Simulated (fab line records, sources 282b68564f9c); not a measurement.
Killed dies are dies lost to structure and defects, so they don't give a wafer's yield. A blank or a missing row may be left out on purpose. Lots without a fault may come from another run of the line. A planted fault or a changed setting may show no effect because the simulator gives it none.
fab line records | flow rit_cmos
record lots=7 wafers=21 last_day=7
route steps=202 shown PSD@144 SDANNEAL@153
lots that met no fault: from a run of the same line without faults
start_h: hours from the record's first day to the start of the lot's first wafer shown | wait_h: hours since the lot's step before | " the same as in the row above | L1.1+2: a row that stands for several wafers | - no value, or no start given | * or withheld: withheld | < > ~ a bound
route shown NAME@n: a module of which the file shows steps, and the number in the route of the first | usual: mean/standard deviation of fault-free wafers | same: alike in all rows | chamber/n: place in a boat | sites: the reading at each site | _std_site: their standard deviation | _edge_site: outer sites' mean less inner sites' | radius_mm: how far each site lies from the wafer's centre | mask NAME#n: copy n | behind: the tool/chamber that last shaped the wafer | hold: why the lot was held/for how many hours/how that ended | device: the transistor (n, p or np) that didn't switch | end of line: the same wafers' tests at the end of the route | a step without rows: its recipe alone | killed: dies lost to structure and defects at the first sort, not the wafer's yield | map: a wafer's dies, x killed, . not, _ none there
set.NAME: the setting as run; set.NAME@STEP: as run at that earlier step | model.NAME: the simulator's own value behind a step, which no gauge read
lots at some steps of the route; a table a step, a row a wafer
services: from which hour (start_h, from the record's first day; less than 0 if before it) a tool's chamber was out of use, for how many hours, and why
## steps
# step RIT_PSD_SOFTBAKE_02
# recipe resist=NOVOLAK temp_c=90 time_s=60
# step RIT_PSD_EXPOSE_03
# recipe mask_id=M10 na=0.57 target_cd_nm=40900 dose_mj=250
# step RIT_PSD_PEB_04
# recipe resist=NOVOLAK temp_c=withheld time_s=withheld
# step RIT_PSD_DEVELOP_05
# recipe resist=NOVOLAK develop_time_s=50 dev_temp_c=23
# step RIT_PSD_OVL_MEAS_06
# usual PSD_OVL=0.5/1.5
# columns lot.wafer tool chamber start_h wait_h PSD_OVL[nm]
L480.3 overlay-01 - 73.74 - -1.8
L480.4 " - " " -0.6
L480.5 " - " " -1.7
L481.2 overlay-02 - 81.10 - -0.7
L481.3 " - " " -1.4
L481.5 " - " " 0.8
L482.2 overlay-01 - 84.97 - 0.6
L482.4 " - " " 1.0
L482.5 " - " " 1.4
L488.1 overlay-02 - 115.03 - 2.2
L488.3 " - " " 1.4
L488.4 " - " " 4.4
L489.1 overlay-02 - 118.74 - 0.1
L489.2 " - " " -0.1
L489.6 " - " " 0.1
L490.3 overlay-02 - 122.89 - 2.4
L490.5 " - " " 0.3
L490.6 " - " " 1.7
L497.1 overlay-02 - 159.23 - -0.4
L497.2 " - " " -2.1
L497.6 " - " " 0.0
# step RIT_PSD_HARDBAKE_07
# recipe resist=NOVOLAK temp_c=140 time_s=60
# step RIT_PSD_IMPLANT_08
# recipe species=BF2 energy_kev=27 dose_cm2=5e+15 tilt_deg=7
# step RIT_PSD_STRIP_09
# recipe chemistry=O2 time_s=180 resist=NOVOLAK platen_temp_c=withheld power_w=500 pressure_mtorr=4000 o2_flow_sccm=4000
# usual drypump_motor_current_A=5.62/0.29
# columns lot.wafer tool chamber start_h wait_h drypump_motor_current_A rf_hours_counter_h
L480.3 plasma_asher-04 1 74.12 0.1 5.51 -
L480.4 " 0 " " 5.86 -
L480.5 " 0 " " 5.87 -
L481.2 plasma_asher-03 0 81.43 0.1 5.22 45
L481.3 " 1 " " 5.45 -
L481.5 " 1 " " 5.47 -
L482.2 plasma_asher-01 1 85.30 0.1 6.05 43
L482.4 " 0 " " 5.37 -
L482.5 " 1 " " 6.04 -
L488.1 plasma_asher-04 1 115.39 0.1 5.50 50
L488.3 " 0 " " 5.89 -
L488.4 " 1 " " 5.55 -
L489.1 plasma_asher-01 0 119.08 0.1 5.39 0
L489.2 " 1 " " 6.04 0
L489.6 " 1 " " 6.06 -
L490.3 plasma_asher-03 1 123.27 0.1 5.45 -
L490.5 " 1 " " 5.46 -
L490.6 " 0 " " 5.22 -
L497.1 plasma_asher-01 1 159.76 0.1 6.03 4
L497.2 " 0 " " 5.40 4
L497.6 " 0 " " 5.39 -
# step RIT_PSD_TW_MEAS_10
# usual PSD_TW=3427/20
# columns lot.wafer tool chamber start_h wait_h PSD_TW
L480.3 film_metro-04 - 74.26 0.1 3411
L480.4 " - " " 3397
L480.5 " - " " 3436
L481.2 film_metro-01 - 81.61 0.1 3451
L481.3 " - " " 3443
L481.5 " - " " 3466
L482.2 film_metro-04 - 85.49 0.1 3418
L482.4 " - " " 3407
L482.5 " - " " 3426
L488.1 film_metro-01 - 115.56 0.1 3442
L488.3 " - " " 3440
L488.4 " - " " 3427
L489.1 film_metro-03 - 119.26 0.1 3439
L489.2 " - " " 3431
L489.6 " - " " 3424
L490.3 film_metro-01 - 123.41 0.1 3437
L490.5 " - " " 3440
L490.6 " - " " 3454
L497.1 film_metro-01 - 159.93 0.1 3475
L497.2 " - " " 3461
L497.6 " - " " 3469
# step RIT_SDANNEAL_CLEAN_00
# recipe chemistry=SC1 mix=3:3:50 time_s=600 temp_c=75
# step RIT_SDANNEAL_CLEAN_01
# recipe chemistry=dHF dilution=50:1 time_s=30
# step RIT_SDANNEAL_CLEAN_02
# recipe chemistry=SC2 mix=3:3:50 time_s=600 temp_c=75 dry=n2_spin
# step RIT_SDANNEAL_RTA_03
# recipe temp_c=1050 time_s=5 idle_temp_c=600 ramp_up_c_per_s=342 ramp_down_c_per_s=171 cool_to_c=600 ambient=N2
# usual anneal_temp_c_max=1057.3/1.4 chamber_o2_ppm=2.005/0.021 ramp_down_c_per_s=171.00/0.031 wafer_temp_C_max=1053.5/1.1
# columns lot.wafer tool chamber start_h wait_h anneal_temp_c_max chamber_o2_ppm ramp_down_c_per_s wafer_temp_C_max
L480.3 rtp_anneal-02 - 74.69 0.0 - - - -
L480.4 " - " " - - - -
L480.5 " - " " - - - -
L481.2 rtp_anneal-01 - 82.04 0.0 - - - -
L481.3 " - " " - - - -
L481.5 " - " " - - - -
L482.2 rtp_anneal-02 - 85.91 0.0 - - - -
L482.4 " - " " - - - -
L482.5 " - " " - - - -
L488.1 rtp_anneal-02 0 115.99 0.0 1057.2 2.015 171.01 1052.4
L488.3 " 0 " " 1055.7 2.025 171.00 1054.2
L488.4 " 0 " " 1058.0 1.996 170.96 1054.4
L489.1 rtp_anneal-01 0 119.68 0.0 1059.9 2.013 170.97 1054.4
L489.2 " 0 " " 1060.2 2.013 170.99 1053.6
L489.6 " 0 " " 1056.3 2.013 171.02 1054.0
L490.3 rtp_anneal-02 0 123.88 0.0 1059.6 2.004 171.05 1053.4
L490.5 " 0 " " 1056.6 2.011 170.99 1055.4
L490.6 " 0 " " 1057.2 2.010 170.97 1054.7
L497.1 rtp_anneal-01 0 160.36 0.0 1057.6 2.017 171.00 1055.4
L497.2 " 0 " " 1053.6 2.015 170.96 1053.5
L497.6 " 0 " " 1055.5 2.010 170.92 1053.4
## services
# columns tool chamber start_h hours kind
plasma_asher-04 - 71.49 0.9 repair
rtp_anneal-01 - 101.77 5.2 pm
plasma_asher-01 - 108.75 9.0 pm
plasma_asher-01 0 108.75 9.0 vent_cycle
plasma_asher-01 1 108.75 9.0 vent_cycle
plasma_asher-03 - 114.87 0.8 repair
plasma_asher-01 0 117.75 - clean
plasma_asher-01 1 117.75 - clean
## key
first_sign step=RIT_SDANNEAL_RTA_03 reading=tool_record direction=missing
effect none on later readings
met_at RIT_SDANNEAL_RTA_03
struck_wafers L480.3,L480.4,L480.5,L481.2,L481.3,L481.5,L482.2,L482.4,L482.5
later_rows_left_out L480.3,L480.4,L480.5,L481.2,L481.3,L481.5,L482.2,L482.4,L482.5
sort_left_out L480.3,L480.4,L480.5,L481.2,L481.3,L481.5,L482.2,L482.4,L482.5
tester_left_out L480,L481,L482
fault kind=skipped_step_whole tool=rtp_anneal-01,rtp_anneal-02 chamber=- onset_h=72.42 steps=RIT_SDANNEAL_RTA_03 scope=struck_lots_only
# tester_left_out: of these lots the tester's yield and bins aren't shown, on N5 and GAA mostly nor the transistor test; their killed dies are dies lost to structure and defects alone, not to doping, threshold or leakage, so they don't give the yield
# sort_left_out: the simulated sort isn't trusted on such a fault, so these wafers' sort isn't shown, and their yield isn't known
# later_rows_left_out: the simulator's readings of these wafers behind a module that went badly wrong aren't trusted and aren't shown, but for the sort
